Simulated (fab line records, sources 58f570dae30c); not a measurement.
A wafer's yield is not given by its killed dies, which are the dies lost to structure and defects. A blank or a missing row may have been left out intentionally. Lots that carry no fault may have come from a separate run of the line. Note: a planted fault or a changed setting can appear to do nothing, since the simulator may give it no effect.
Problem report in the 8D (eight disciplines) form, filled by code || flow berkeley cmos170 || the parts of the form that need people (team, actions taken, sign-off) are left out

== 1. THE ISSUE ==
Wafers without a fault read 56.80 W, standard deviation 0.045; heater power total W at UCB170_GATE_PEB_10 reads a mean of 56.37 W on 6 wafers belonging to 2 lots. That is -9.6 standard deviations from the usual mean.
First seen on wafer L507.1, day 8 21:40, on litho track-03. The record has a number at this step for 39 wafers belonging to 13 lots. The rule behind "out" and "out of limits": a value lying over 4 standard deviations away from the usual mean. The rest of the wafers with a number are treated as sound.

== 2. WHAT IT IS, WHAT IT ISN'T ==
{"question": "which readings at this step", "is": "heater power total W, plate temp C", "is not": "-"}
{"question": "which lots", "is": "L507, L508", "is not": "L494, L495, L496, L497, L498, L502, L509, L512, L513, L515, L516"}
{"question": "which wafers of those lots", "is": "all that have a number", "is not": "-"}
{"question": "read on which tools", "is": "litho track-03", "is not": "litho track-01, litho track-04"}
{"question": "when", "is": "from day 8 21:40", "is not": "up to then (18 sound wafers); but 15 sound wafers of L509, L512, L513, L515, L516 came after"}

== 3. SUSPECTS, AND WHAT RULES EACH OUT ==
Counting: a tool at a process step up to the reading stays a suspect if it ran every lot that is out and no sound lot after the first of them.
- litho track-03 at UCB170_GATE_PEB_10: kept. It ran every lot that is out, first L507 (day 8 21:40), and no sound lot after that; its last sound lot up to then is L498 (day 6 08:35). Its own readings are out on those wafers: heater power total W, plate temp C.
After counting, what remains is litho track-03 at UCB170_GATE_PEB_10.

== 4. THE CAUSE (what the simulator had put in) ==
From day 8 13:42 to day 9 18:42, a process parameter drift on litho track-03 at UCB170_GATE_PEB_10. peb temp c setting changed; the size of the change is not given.
The count eliminated every tool but this one.

== 5. SEQUENCE OF EFFECTS, ordered by route ==
Rows list readings where the struck wafers' mean (over those with a number) sits beyond 3 standard deviations from the usual. Readings are gone through only where the record gives a usual standard deviation; hours: the median, over the lots, of the time from a lot's start at the first step in this table giving one to that lot's start at this step; sigmas: the change measured in usual standard deviations.
{"hours": 0, "step": "UCB170_GATE_PEB_10", "reading": "heater power total W", "usual": "56.80 W", "on struck wafers": 56.37, "change": -0.43, "sigmas": -9.6}
{"hours": 0, "step": "UCB170_GATE_PEB_10", "reading": "plate temp C", "usual": "130.01 C", "on struck wafers": 129.20, "change": -0.81, "sigmas": -5.7}
It contains these process steps:
- UCB170_GATE_PEB_10
Later steps that measure or inspect, where all struck wafers having a row at the step show a number for every such reading and not one has moved that far: UCB170_GATE_CD_MEAS_12.

== 6. WHAT WOULD HAVE CAUGHT IT SOONER ==
8 hours passed between the start of the fault at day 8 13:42 and the first reading out of limits in this record, taken at day 8 21:40.
